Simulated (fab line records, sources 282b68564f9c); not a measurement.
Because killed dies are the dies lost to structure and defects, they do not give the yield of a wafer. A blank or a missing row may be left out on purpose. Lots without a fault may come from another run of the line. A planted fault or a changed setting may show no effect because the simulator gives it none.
Which tool did it?	flow ritCmos	14 lots, 42 wafers sampled, at 7 steps of a route of 202

== WHAT THE GAUGES READ, wafer by wafer ==
RIT_FOX2_THK_MEAS_01.
lot	measured	on	FOX2_OXIDE_THK (nm)
L333	day 1 21:23	filmMetro-03	354 350 352
L334	day 2 04:22	filmMetro-03	356 354 352
L335	day 2 06:56	filmMetro-01	363 361 359
L336	day 2 11:52	filmMetro-04	357 358 361
L337	day 2 20:13	filmMetro-01	352 349 362
L342	day 3 21:39	filmMetro-01	340 345 342
L343	day 4 02:16	filmMetro-04	366 362 375
L347	day 4 21:51	filmMetro-03	308 309 304 308 309 304
L349	day 5 05:53	filmMetro-04	310 308 315 310 308 315
L350	day 5 15:18	filmMetro-04	308 306 312 308 306 312
L351	day 5 18:45	filmMetro-04	349 345 342
L353	day 6 02:47	filmMetro-04	354 360 358
L355	day 6 18:47	filmMetro-03	347 343 345
L356	day 7 04:17	filmMetro-03	348 349 349

RIT_FOX2_THK_MEAS_90.
lot	measured	on	FIELD_OXIDE_LEFT_1_THK (nm)
L333	day 1 22:20	filmMetro-04	326 322 325
L334	day 2 05:14	filmMetro-04	329 326 325
L335	day 2 07:49	filmMetro-03	336 334 332
L336	day 2 12:44	filmMetro-01	329 331 333
L337	day 2 21:06	filmMetro-03	325 322 335
L342	day 3 22:31	filmMetro-03	313 318 315
L343	day 4 03:09	filmMetro-04	339 334 348
L347	day 5 01:59	filmMetro-03	281 281 276 281 281 277
L349	day 5 12:10	filmMetro-04	283 281 288 283 281 288
L350	day 5 18:29	filmMetro-04	281 278 284 281 278 284
L351	day 5 19:38	filmMetro-03	321 317 314
L353	day 6 03:40	filmMetro-03	327 332 330
L355	day 6 19:40	filmMetro-01	319 315 318
L356	day 7 05:14	filmMetro-04	321 322 322

RIT_FOX2_THK_MEAS_91.
lot	measured	on	FIELD_OXIDE_LEFT_2_THK (nm)
L333	day 2 12:31	filmMetro-03	258 253 255
L334	day 2 19:13	filmMetro-04	260 258 257
L335	day 2 21:45	filmMetro-04	269 267 265
L336	day 3 01:13	filmMetro-04	260 263 265
L337	day 3 09:25	filmMetro-04	256 253 266
L342	day 4 12:41	filmMetro-03	244 249 246
L343	day 4 16:07	filmMetro-04	271 266 280
L347	day 6 05:39	filmMetro-01	213 214 208 213 213 209
L349	day 6 10:13	filmMetro-04	216 214 220 215 214 220
L350	day 6 12:16	filmMetro-04	212 210 216 212 209 216
L351	day 6 07:53	filmMetro-03	252 248 245
L353	day 6 17:28	filmMetro-01	259 264 262
L355	day 7 09:13	filmMetro-01	251 247 250
L356	day 7 17:59	filmMetro-03	252 254 254

RIT_CONTACT_CD_MEAS_90 targets a cd of 1000 nm.
lot	measured	on	cdNm (nm)
L333	day 3 11:22	cdSem-02	998.2 996.4 997.9
L334	day 3 20:40	cdSem-01	1002.4 1004.7 1003.7
L335	day 3 19:58	cdSem-02	1001.1 1001.9 1002.6
L336	day 4 07:50	cdSem-02	1000.1 997.7 998.9
L337	day 4 14:28	cdSem-01	999.9 1000.4 1001.3
L342	day 5 14:41	cdSem-02	999.2 1001.2 999.0
L343	day 5 17:38	cdSem-01	1000.3 1003.1 1002.6
L347	day 7 11:31	cdSem-02	999.2 1001.3 1000.1
L349	day 7 14:05	cdSem-01	998.2 997.0 996.2
L350	day 7 19:17	cdSem-01	1000.7 1002.6 998.7
L351	day 7 15:01	cdSem-02	1001.6 1000.0 1002.0
L353	day 7 21:43	cdSem-02	1000.2 1001.9 1001.8
L355	day 8 12:11	cdSem-02	999.7 998.0 998.0
L356	day 9 00:17	cdSem-02	1000.9 999.5 999.0

RIT_M1_OVL_MEAS_10.
lot	measured	on	M1_OVL (nm)
L333	day 3 13:18	overlay-02	-3.6 -2.8 -3.4
L334	day 3 22:37	overlay-01	-2.0 -2.7 -2.6
L335	day 3 22:02	overlay-01	0.6 -1.5 0.4
L336	day 4 09:47	overlay-01	0.0 -0.5 -0.9
L337	day 4 16:32	overlay-02	-0.6 -2.4 0.3
L342	day 5 16:39	overlay-02	-0.5 -0.3 -0.4
L343	day 5 19:42	overlay-02	-1.5 -2.3 -1.4
L347	day 7 13:28	overlay-02	-2.6 -1.3 -1.1
L349	day 7 16:02	overlay-01	0.9 -1.2 -2.0
L350	day 7 21:13	overlay-02	-1.6 0.1 -1.0
L351	day 7 17:07	overlay-02	-2.3 -3.2 -2.4
L353	day 7 23:43	overlay-01	-3.2 -1.4 -1.3
L355	day 8 14:28	overlay-02	-3.9 -2.1 -2.0
L356	day 9 02:42	overlay-01	1.8 2.5 1.2

== TOOL THAT RAN EACH LOT (tool first, then ch and the chambers of the sampled wafers, then the start) ==
lot	RIT_FOX2_OXIDATION_00	RIT_CONTACT_STRIP_12
L333	furnace-03 ch 0, day 1 20:04	plasmaAsher-01 ch 0,1, day 3 11:10
L334	furnace-04 ch 0, day 2 03:03	plasmaAsher-03 ch 0,1, day 3 20:30
L335	furnace-04 ch 0, day 2 05:36	plasmaAsher-02 ch 0,1, day 3 19:49
L336	furnace-04 ch 0, day 2 10:32	plasmaAsher-02 ch 0,1, day 4 07:38
L337	furnace-01 ch 0, day 2 18:53	plasmaAsher-02 ch 0,1, day 4 14:19
L342	furnace-03 ch 0, day 3 20:20	plasmaAsher-03 ch 0,1, day 5 14:30
L343	furnace-04 ch 0, day 4 00:57	plasmaAsher-03 ch 0,1, day 5 17:27
L347	furnace-03 ch 0, day 4 20:31	plasmaAsher-03 ch 0,1, day 7 11:21
L349	furnace-03 ch 0, day 5 04:34	plasmaAsher-02 ch 0,1, day 7 13:55
L350	furnace-03 ch 0, day 5 13:58	plasmaAsher-02 ch 1, day 7 19:06
L351	furnace-01 ch 0, day 5 17:26	plasmaAsher-02 ch 0,1, day 7 14:49
L353	furnace-04 ch 0, day 6 01:28	plasmaAsher-02 ch 0,1, day 7 21:33
L355	furnace-01 ch 0, day 6 17:28	plasmaAsher-01 ch 0,1, day 8 12:00
L356	furnace-04 ch 0, day 7 02:57	plasmaAsher-03 ch 0, day 9 00:06
- RIT_FOX2_OXIDATION_00: target thk 350.7 nm, ox time 1130 s.
- RIT_CONTACT_STRIP_12: strips in O2, time 180 s.

== WHAT THE TOOLS THEMSELVES READ (means of the sampled wafers that have a number; where no wafer has one, the mark that the record gives instead) ==
RIT_FOX2_OXIDATION_00.
lot	tool	spikeTcCentreC (C)	spikeTcLoadC (C)	spikeTcSourceC (C)	tubeCenterTempC (C)	tube_center_temp_C_max	zonePowerLoadPct (%)
L333	furnace-03	1102.8	1130	1129.3	1100	1103.5	35
L334	furnace-04	1102.8	1125	1126.1	1100	1102.4	47
L335	furnace-04	1104.4	1126	1126.0	1100	1102.7	47
L336	furnace-04	1103.6	1126	1124.5	1100	1102.5	47
L337	furnace-01	1101.6	1133	1126.3	1100	1102.9	39
L342	furnace-03	1103.9	1129	1128.3	1100	1102.6	35
L343	furnace-04	1103.1	1126	1126.2	1100	1102.9	47
L347	furnace-03	1077.8	1104	1104.3	1075	1077.6	33
L349	furnace-03	1078.7	1104	1104.3	1075	1078.0	33
L350	furnace-03	1078.4	1103	1105.0	1075	1077.8	33
L351	furnace-01	1102.4	1134	1125.4	1100	1102.6	40
L353	furnace-04	1104.2	1126	1126.0	1100	1102.9	47
L355	furnace-01	1102.7	1134	1125.3	1100	1102.8	39
L356	furnace-04	1104.2	1126	1126.3	1100	1102.7	47

RIT_CONTACT_STRIP_12.
lot	tool	drypumpMotorCurrentA (A)
L333	plasmaAsher-01	5.5
L334	plasmaAsher-03	5.9
L335	plasmaAsher-02	6.1
L336	plasmaAsher-02	6.1
L337	plasmaAsher-02	6.1
L342	plasmaAsher-03	5.7
L343	plasmaAsher-03	5.7
L347	plasmaAsher-03	5.7
L349	plasmaAsher-02	6.2
L350	plasmaAsher-02	6.2
L351	plasmaAsher-02	6.1
L353	plasmaAsher-02	6.1
L355	plasmaAsher-01	5.5
L356	plasmaAsher-03	6.1

== THE ANSWER, worked out from the rows above alone ==
Rule: the usual values come from the lots themselves. The widest of any qualifying gaps counts: lots, ordered by their means at a reading, are off when they make up no more than a third of the lots, leave a main group of 4 or more, and stand apart from it by 3 or more times the standard deviation of that group's means. The tables above print the reading to a certain number of digits; a main group whose means all agree to those digits is not used. Also off: a lot with no number at a reading for which 4 or more lots have one. Any other lot the step has rows for is counted as sound. Order of review: gauges by route order, followed by the tools' own readings, for which a lot's mean as printed above is used. The first step at which some lot is off is used, and at that step the reading that is off furthest; a lot without a number counts as furthest.
Off: L347, L349, L350, at RIT_FOX2_THK_MEAS_01 (FOX2_OXIDE_THK). Main group: mean 353 nm, sd 7.3.
A tool fits if, at a process step before that reading, it ran every lot that is off, and no sound lot after the first of them. The gauges at RIT_FOX2_THK_MEAS_01 aren't tried: what is off there is off at RIT_FOX2_OXIDATION_00 too, on other tools, and a gauge's error can't cause that. One fits: RIT_FOX2_OXIDATION_00 on furnace-03. Its last sound lot is L342 (day 3 20:20), its first lot that is off L347 (day 4 20:31): a fault that began between those two fits.
The tool's own readings at RIT_FOX2_OXIDATION_00 bear it out: on the lots that are off they differ by more than 5 times the standard deviation of the sound lots' means. spikeTcCentreC reads 1078.3 C there against 1103.2 C on the sound lots; spikeTcLoadC reads 1104 C there against 1129 C on the sound lots; spikeTcSourceC reads 1104.5 C there against 1126.3 C on the sound lots; tubeCenterTempC reads 1075 C there against 1100 C on the sound lots; tube_center_temp_C_max reads 1077.8 there against 1102.8 on the sound lots.

== WHAT THE SIMULATOR HAD INSERTED ==
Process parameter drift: furnace-03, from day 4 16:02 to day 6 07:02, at RIT_FOX2_OXIDATION_00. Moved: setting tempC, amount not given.
Struck lots among those shown: L347, L349, L350. Same finding as the rule above.
